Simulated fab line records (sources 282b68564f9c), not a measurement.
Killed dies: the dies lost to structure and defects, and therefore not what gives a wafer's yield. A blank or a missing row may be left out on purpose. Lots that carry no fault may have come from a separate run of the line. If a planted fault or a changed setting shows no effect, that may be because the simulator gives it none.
Code-filled problem report in 8D (eight disciplines) form    flow ritCmos    the parts of the form that need people (team, actions taken, sign-off) are left out

1. THE PROBLEM
SPACER_NITRIDE_THK at RIT_SPACER_THK_MEAS_04 reads a mean of 205.1 nm on 3 wafers of 1 lot; wafers without a fault read 250.7 nm with a standard deviation of 2.1. That puts it -22 standard deviations away from the usual mean.
First observed at day 6 17:19: wafer L719.2, on filmMetro-01. The record holds 39 wafers of 13 lots with a number at this step. By rule, "out" or "out of limits" means more than 4 standard deviations away from the usual mean. The other wafers with a number count as sound.

2. WHAT IT IS AND WHAT IT IS NOT
question                     is                      is not
which readings at this step  SPACER_NITRIDE_THK      -
which lots                   L719                    L704, L706, L707, L708, L709, L711, L712, L713, L714, L716, L718, L723
which wafers of those lots   all that have a number  -
read on which gauges         filmMetro-01            filmMetro-02, filmMetro-04
when                         from day 6 17:19        up to then (33 sound wafers); but 3 sound wafers of L723 came after

3. THE SUSPECTS, EACH WITH WHAT RULES IT OUT
Counting: a tool at any process step up to the reading remains a suspect when it ran all the lots that are out and ran no sound lot after the first of those.
- the gauge at RIT_SPACER_THK_MEAS_04 is ruled out. All the wafers that are out were read on filmMetro-01, but those of them that RIT_SPACER_CVD_03 has rows for are out there too, on other tools.
- plasmaAsher-02 at RIT_NWELL_STRIP_09 (strips in O2, time 180 s): kept. It ran the lot that is out, L719 (day 5 12:14), and no sound lot after that; its last sound lot up to then is L718 (day 5 10:56).
- lpcvd-02 at RIT_SPACER_CVD_03 (deposits Si3N4 from SiH2Cl2/NH3, target thk 250 nm, time 3300 s): kept. It ran the lot that is out, L719 (day 6 15:23), and no sound lot after that; its last sound lot up to then is L716 (day 6 02:11). On those wafers its own readings are out: pressureMtorr.
Remaining after the count are plasmaAsher-02 at RIT_NWELL_STRIP_09 and lpcvd-02 at RIT_SPACER_CVD_03.

4. THE CAUSE (what the simulator had put in)
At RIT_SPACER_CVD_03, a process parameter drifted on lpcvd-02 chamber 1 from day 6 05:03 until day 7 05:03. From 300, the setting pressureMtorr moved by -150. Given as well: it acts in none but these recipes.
After counting, 2 suspects remain, this tool included.

5. THE CHAIN OF EFFECTS, in route order
Each row: a reading where the mean over the struck wafers with a number is more than 3 standard deviations away from the usual. Readings are gone through only where the record gives a usual standard deviation; hours: the median, over the lots, of the time from a lot's start at the first step in this table giving one to that lot's start at this step; sigmas: the change measured in usual standard deviations.
hours  step                    reading             usual        on struck wafers  change  sigmas
0      RIT_SPACER_CVD_03       pressureMtorr       299.9 mTorr  149.8             -150.1  -99 or more
2      RIT_SPACER_THK_MEAS_04  SPACER_NITRIDE_THK  250.7 nm     205.1             -45.6   -22
2      RIT_SPACER_ETCHBACK_05  oesProductAu        0.850 a.u.   0.730             -0.120  -9.2
It contains these process steps:
- RIT_SPACER_CVD_03: deposits Si3N4 from SiH2Cl2/NH3, target thk 250 nm, time 3300 s.
- RIT_SPACER_ETCHBACK_05: etches Si3N4 in SF6/CHF3, stops on SiO2, target depth 250 nm, time 240 s.

6. WHAT WOULD HAVE CAUGHT IT SOONER
12 hours passed between the start of the fault at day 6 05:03 and the first reading out of limits at a measuring or inspecting step in this record, taken at day 6 17:19.
Tool's own readings at RIT_SPACER_CVD_03, pressureMtorr: out on all struck wafers the step has rows for; an alarm limit on them would have tripped on the first.
All the lots that are out (1) had begun RIT_SPACER_CVD_03 on lpcvd-02 by day 6 17:19. Holding the tool at that point would not have protected any of them.
